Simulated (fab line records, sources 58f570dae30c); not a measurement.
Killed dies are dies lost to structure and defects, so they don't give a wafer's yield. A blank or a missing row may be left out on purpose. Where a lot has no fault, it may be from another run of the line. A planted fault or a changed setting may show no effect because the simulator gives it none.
fab line records | flow berkeleyCmos170 | part 2 of 2: steps 30 to 39 of 39
record: lots: 5 wafers: 15 lastDay: 12
route steps=331 shown NWELL@14 PWELL@34
lots that met no fault: taken from a fault-free run of the same line
startH: hours from the record's opening day to when the first of the lot's shown wafers began | waitH: hours from the lot's prior step to this one | " as in the row above | L1.1+2: several wafers, shown together as one row | - no value, or no start given | * or withheld: withheld | < > ~ a bound
route shown NAME@n: NAME is a module with steps in the file, n the number in the route of the first one | usual: mean/standard deviation taken from wafers without a fault | same: alike in all rows | chamber/n: place in a boat | sites: each site's reading | _std_site: the standard deviation of these | _edge_site: inner sites' mean taken away from outer sites' mean | radiusMm: how far each site lies from the wafer's centre | mask NAME#n: copy n | behind: tool/chamber where the wafer was last shaped | hold: the reason the lot was held/the length of the hold in hours/how it ended | device: the n, p or np transistor that did not switch | end of line: the tests these same wafers got at the end of their route | a step given without rows: its recipe and nothing more | killed: the dies lost at the first sort to structure and to defects; this is not the yield of the wafer | map: a wafer's dies, x killed, . not, _ none there
set.NAME: the setting the step ran with; set.NAME@STEP: the setting that earlier step ran with | model.NAME: the simulator's own value behind a step, which no gauge read
a table for each step, a row for each wafer; lots at some steps of the route
services: when a tool's chamber went out of use (startH, in hours from the record's first day, below 0 if earlier), for how many hours, and the reason
== steps ==
step: UCB170_PWELL_SOFTBAKE_09
recipe: resist: KrF tempC: 130 timeS: 60
usual: chillPlateTempC: 22.99/0.1 plateTempC: 130.02/0.13
columns lot.wafer tool chamber startH waitH chillPlateTempC plateTempC
L076.2 lithoTrack-01 0 75.33 0.1 22.95 129.84
L076.5 " 0 " " 22.93 129.80
L076.6 " 0 " " 23.00 129.80
L081.1 lithoTrack-01 0 109.80 0.1 22.96 129.95
L081.2 " 0 " " 22.98 129.64
L081.6 " 0 " " 22.89 129.81
L088.1 lithoTrack-04 0 140.10 0.1 22.89 129.98
L088.2 " 0 " " 22.97 130.06
L088.6 " 0 " " 23.09 129.92
L091.1 lithoTrack-01 0 148.24 0.1 23.14 130.24
L091.2 " 0 " " 23.04 130.12
L091.5 " 0 " " 23.07 130.05
L094.1 lithoTrack-03 0 156.07 0.1 22.84 130.04
L094.5 " 0 " " 22.92 129.96
L094.6 " 0 " " 23.05 129.88
step: UCB170_PWELL_EXPOSE_10
recipe: maskId: PWELL targetCdNm: 3000 na: 0.5 sigmaOuter: 0.6 sourceShape: conventional doseMj: 19
columns lot.wafer tool chamber startH waitH mask
L076.2+5+6 krfScanner-01 0 75.58 0.2 PWELL#0
L081.1+2+6 krfScanner-01 0 110.27 0.4 PWELL#0
L088.1+2+6 krfScanner-01 0 140.38 0.2 PWELL#0
L091.1+2+5 krfScanner-02 0 148.49 0.2 PWELL#0
L094.1+5+6 krfScanner-01 0 156.35 0.2 PWELL#0
step: UCB170_PWELL_PEB_11
recipe: pebTempC: 130 pebTimeS: withheld resist: KrF
usual: chillPlateTempC: 23.03/0.098 plateTempC: 129.99/0.14
columns lot.wafer tool chamber startH waitH chillPlateTempC plateTempC
L076.2 lithoTrack-01 0 75.93 0.3 23.16 130.10
L076.5 " 0 " " 22.97 130.06
L076.6 " 0 " " 23.10 129.97
L081.1 lithoTrack-04 0 111.12 0.8 23.02 129.91
L081.2 " 0 " " 23.05 130.07
L081.6 " 0 " " 22.93 129.95
L088.1 lithoTrack-03 0 140.56 0.2 23.17 129.85
L088.2 " 0 " " 23.00 129.84
L088.6 " 0 " " 23.01 130.00
L091.1 lithoTrack-04 0 148.70 0.2 23.05 129.78
L091.2 " 0 " " 22.92 130.13
L091.5 " 0 " " 22.96 129.81
L094.1 lithoTrack-04 0 156.47 0.1 22.88 130.08
L094.5 " 0 " " 23.02 130.13
L094.6 " 0 " " 23.04 130.33
step: UCB170_PWELL_DEVELOP_12
recipe: developer: TMAH developTimeS: 45 resist: KrF devTempC: 21
usual: chillPlateTempC: 23.00/0.096
columns lot.wafer tool chamber startH waitH chillPlateTempC
L076.2 lithoTrack-01 0 - - 23.04
L076.5 " 0 " " 23.05
L076.6 " 0 " " 23.02
L081.1 lithoTrack-04 0 - - 23.06
L081.2 " 0 " " 22.97
L081.6 " 0 " " 22.94
L088.1 lithoTrack-03 0 - - 23.00
L088.2 " 0 " " 23.02
L088.6 " 0 " " 22.97
L091.1 lithoTrack-04 0 - - 22.99
L091.2 " 0 " " 23.09
L091.5 " 0 " " 22.98
L094.1 lithoTrack-04 0 - - 22.98
L094.5 " 0 " " 22.98
L094.6 " 0 " " 23.02
step: UCB170_PWELL_OVL_MEAS_13
usual: PWELL_OVL: -1/6.9
columns lot.wafer tool chamber startH waitH PWELL_OVL[nm]
L076.2 overlay-02 - 76.19 - 3
L076.5 " - " " -1
L076.6 " - " " 7
L081.1 overlay-02 - 111.40 - -10
L081.2 " - " " -12
L081.6 " - " " -15
L088.1 overlay-02 - 140.84 - -10
L088.2 " - " " -6
L088.6 " - " " -2
L091.1 overlay-02 - 148.97 - 6
L091.2 " - " " 7
L091.5 " - " " 4
L094.1 overlay-01 - 156.74 - -9
L094.5 " - " " -10
L094.6 " - " " 0
step: UCB170_PWELL_ETCH_14
recipe: chemistry: CH3F/Ar/O2 target: Si3N4 stopOn: SiO2 CH3F_flow_sccm: 20 Ar_flow_sccm: 50 O2_flow_sccm: 7 pressureMtorr: 50 rfW: 450 targetDepthA: 2420 overEtchFrac: 0.1 timeS: 151
usual: drypumpMotorCurrentA: 5.7/0.41 oesProductAu: 0.936/0.014 throttleValvePct: 8.05/0.13
columns lot.wafer tool chamber startH waitH drypumpMotorCurrentA oesProductAu rfHoursCounterH throttleValvePct
L076.2 rieDiel-01 2 76.22 0.0 5.5 0.922 130 8.06
L076.5 " 1 " " 5.9 0.968 - 8.16
L076.6 " 0 " " 6.1 0.931 - 7.75
L081.1 rieDiel-02 0 111.44 0.0 5.7 0.931 37 8.05
L081.2 " 3 " " 5.6 0.956 10 8.17
L081.6 " 2 " " 5.9 0.928 - 7.95
L088.1 rieDiel-01 0 140.87 0.0 6.1 0.923 95 7.78
L088.2 " 3 " " 5.8 0.910 50 8.13
L088.6 " 3 " " 5.8 0.911 - 8.13
L091.1 rieDiel-02 1 149.01 0.0 5.6 0.929 11 8.14
L091.2 " 0 " " 5.7 0.938 38 8.03
L091.5 " 1 " " 5.6 0.928 - 8.16
L094.1 rieDiel-04 2 156.78 0.0 5.0 0.926 55 8.19
L094.5 " 2 " " 4.9 0.926 - 8.20
L094.6 " 1 " " 5.1 0.955 - 8.13
step: UCB170_PWELL_IMPLANT_15
recipe: species: B doseCm2: 5.074e+12 energyKev: 60 tiltDeg: 7
usual: endStationPressureTorr: 5e-06/2.6e-07
columns lot.wafer tool chamber startH waitH endStationPressureTorr
L076.2 implanter-02 0 76.34 0.1 4.76e-06
L076.5 " 0 " " 4.87e-06
L076.6 " 0 " " 4.77e-06
L081.1 implanter-01 0 111.54 0.1 4.73e-06
L081.2 " 0 " " 4.79e-06
L081.6 " 0 " " 5.29e-06
L088.1 implanter-02 0 140.97 0.1 4.64e-06
L088.2 " 0 " " 5.07e-06
L088.6 " 0 " " 5.17e-06
L091.1 implanter-04 0 149.11 0.1 5.48e-06
L091.2 " 0 " " 5.16e-06
L091.5 " 0 " " 4.78e-06
L094.1 implanter-04 0 156.88 0.1 4.68e-06
L094.5 " 0 " " 4.95e-06
L094.6 " 0 " " 5.33e-06
step: UCB170_PWELL_STRIP_16
recipe: chemistry: O2 powerW: 400 pressureMtorr: 3500 platenTempC: withheld o2FlowSccm: 400 overashFraction: 0.5
usual: drypumpMotorCurrentA: 6.1/0.62 oesProductAu: 0.721/0.0049 stripTimeToEndpointS: 18.07/0.098
columns lot.wafer tool chamber startH waitH drypumpMotorCurrentA oesProductAu rfHoursCounterH stripTimeToEndpointS
L076.2 plasmaAsher-02 1 76.47 0.1 5.2 0.726 31 18.13
L076.5 " 0 " " 6.6 0.718 - 17.91
L076.6 " 1 " " 5.2 0.725 - 18.02
L081.1 plasmaAsher-03 0 111.69 0.1 6.0 0.723 40 18.06
L081.2 " 1 " " 6.8 0.728 40 18.17
L081.6 " 0 " " 6.0 0.722 - 17.98
L088.1 plasmaAsher-03 1 141.12 0.1 6.8 0.728 44 17.93
L088.2 " 0 " " 6.1 0.724 44 18.14
L088.6 " 1 " " 6.8 0.723 - 18.11
L091.1 plasmaAsher-03 1 149.26 0.1 6.8 0.719 45 18.07
L091.2 " 0 " " 6.0 0.725 45 18.04
L091.5 " 1 " " 6.8 0.729 - 18.00
L094.1 plasmaAsher-04 0 157.03 0.1 6.6 0.719 3 18.18
L094.5 " 0 " " 6.6 0.725 - 18.15
L094.6 " 1 " " 5.3 0.728 - 17.97
step: UCB170_PWELL_TW_MEAS_17
usual: PWELL_TW: 381.1/2.5
columns lot.wafer tool chamber startH waitH PWELL_TW
L076.2 filmMetro-04 - 76.58 0.1 377.6
L076.5 " - " " 376.9
L076.6 " - " " 378.3
L081.1 filmMetro-01 - 111.79 0.1 383.4
L081.2 " - " " 383.7
L081.6 " - " " 384.5
L088.1 filmMetro-04 - 141.22 0.1 380.8
L088.2 " - " " 380.0
L088.6 " - " " 378.0
L091.1 filmMetro-02 - 149.36 0.1 384.6
L091.2 " - " " 383.6
L091.5 " - " " 382.7
L094.1 filmMetro-04 - 157.13 0.1 377.2
L094.5 " - " " 378.4
L094.6 " - " " 377.7
step: UCB170_PWELL_CLEAN_18
recipe: chemistry: SPM tempC: 120 timeS: 600
columns lot.wafer tool chamber startH waitH
L076.2+5+6 wetBench-02 2 76.73 0.1
L081.1+2+6 wetBench-01 0 111.85 0.1
L088.1+2+6 wetBench-02 3 141.28 0.1
L091.1+2+5 wetBench-03 3 149.56 0.2
L094.1+5+6 wetBench-02 1 157.26 0.1
== services ==
columns tool chamber startH hours kind
implanter-01 - 5.55 2.5 repair
krfScanner-01 - 7.42 0.7 repair
wetBench-03 - 8.23 1.1 repair
lpcvd-01 - 19.15 2.8 pm
furnace-04 - 19.37 4.0 pm
rieDiel-01 - 19.73 0.6 repair
krfScanner-01 - 22.82 1.3 pm
furnace-04 - 34.76 28.1 pm
furnace-01 - 36.66 76.6 pm
lpcvd-01 - 54.00 0.5 repair
implanter-01 - 54.26 3.0 repair
krfScanner-01 - 58.69 0.4 repair
krfScanner-01 - 60.68 1.0 pm
krfScanner-01 - 70.75 4.0 pm
rieDiel-01 0 83.91 12.6 repair
krfScanner-02 - 86.12 0.8 pm
furnace-02 - 89.75 3.6 pm
krfScanner-02 - 102.52 1.3 pm
rieDiel-01 2 112.01 36.7 repair
krfScanner-02 - 120.75 1.0 pm
krfScanner-02 - 126.47 1.3 repair
plasmaAsher-03 - 135.39 2.7 repair
furnace-04 - 136.65 4.5 pm
krfScanner-01 - 143.34 0.8 pm
